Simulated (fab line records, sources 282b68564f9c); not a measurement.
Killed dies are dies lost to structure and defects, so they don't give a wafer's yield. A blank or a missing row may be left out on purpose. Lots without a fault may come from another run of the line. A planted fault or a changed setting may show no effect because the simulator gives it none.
Which tool did it? | flow rit_cmos | 13 lots, 39 wafers sampled, at 2 steps of a route of 202

WHAT THE GAUGES READ, wafer by wafer
RIT_GATE_THK_MEAS_09. Usual: GATE_POLY_THK 250.5 nm, standard deviation 2.1.
lot  | measured    | on            | GATE_POLY_THK (nm) | flag
L566 | day 2 17:23 | film_metro-04 | 250.1 249.0 251.6  |
L567 | day 2 18:59 | film_metro-02 | 251.4 254.3 251.2  |
L568 | day 3 00:40 | film_metro-02 | 247.0 245.9 247.5  |
L569 | day 3 05:01 | film_metro-03 | 250.4 253.7 248.7  |
L571 | day 3 13:21 | film_metro-03 | 249.2 249.8 250.1  |
L572 | day 3 18:03 | film_metro-02 | 248.6 249.3 247.6  |
L573 | day 4 02:48 | film_metro-02 | 250.9 251.6 250.9  |
L575 | day 4 09:28 | film_metro-03 | 169.1 168.9 168.2  | OFF
L578 | day 4 23:44 | film_metro-04 | 252.2 251.5 251.4  |
L582 | day 6 02:30 | film_metro-02 | 253.9 249.4 249.4  |
L587 | day 7 04:56 | film_metro-03 | 249.0 249.1 248.9  |
L588 | day 7 09:18 | film_metro-03 | 250.4 251.6 251.4  |
L589 | day 7 14:16 | film_metro-02 | 251.4 250.9 249.9  |

WHICH TOOL RAN EACH LOT (tool, then ch and the chambers of the sampled wafers, then the start)
lot  | RIT_GATE_CVD_08
L566 | lpcvd-02 ch 0, day 2 15:45
L567 | lpcvd-02 ch 1, day 2 17:22
L568 | lpcvd-02 ch 1, day 2 22:14
L569 | lpcvd-01 ch 1, day 3 03:23
L571 | lpcvd-02 ch 0, day 3 11:44
L572 | lpcvd-01 ch 1, day 3 16:26
L573 | lpcvd-02 ch 1, day 4 01:11
L575 | lpcvd-02 ch 1, day 4 07:50
L578 | lpcvd-01 ch 0, day 4 22:07
L582 | lpcvd-01 ch 0, day 6 00:04
L587 | lpcvd-01 ch 1, day 7 02:29
L588 | lpcvd-01 ch 1, day 7 07:41
L589 | lpcvd-01 ch 1, day 7 12:38
- RIT_GATE_CVD_08: deposits poly-Si from SiH4, target thk 250 nm, time 2220 s.

WHAT THE TOOLS THEMSELVES READ (means of the sampled wafers that have a number; where no wafer has one, the mark that the record gives instead)
The record holds no such reading with a usual standard deviation.

THE ANSWER, worked out from the rows above alone
Rule: a lot is off if the mean of its wafers that have a number lies more than 3 standard deviations from the usual mean. A lot without any number at a reading at which 4 lots or more have one is off too. The other lots that the step has rows for count as sound. The gauges are gone through in route order, then the tools' own readings, and for those a lot's mean is taken as printed above. The first step at which some lot is off is used, and at that step the reading that is off furthest; a lot without a number counts as furthest.
Off: L575, at RIT_GATE_THK_MEAS_09 (GATE_POLY_THK).
A tool fits if, at a process step before that reading, it ran every lot that is off, and no sound lot after the first of them. The gauges at RIT_GATE_THK_MEAS_09 are tried like those tools. One fits: lpcvd-02 at RIT_GATE_CVD_08. Its last sound lot is L573 (day 4 01:11), its first lot that is off L575 (day 4 07:50): a fault that began between those two fits.

WHAT THE SIMULATOR HAD PUT IN
Process parameter drift: lpcvd-02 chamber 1, from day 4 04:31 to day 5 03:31, at RIT_GATE_CVD_08. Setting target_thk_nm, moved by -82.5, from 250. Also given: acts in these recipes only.
Lots struck among those shown: L575. The rule above found the same.
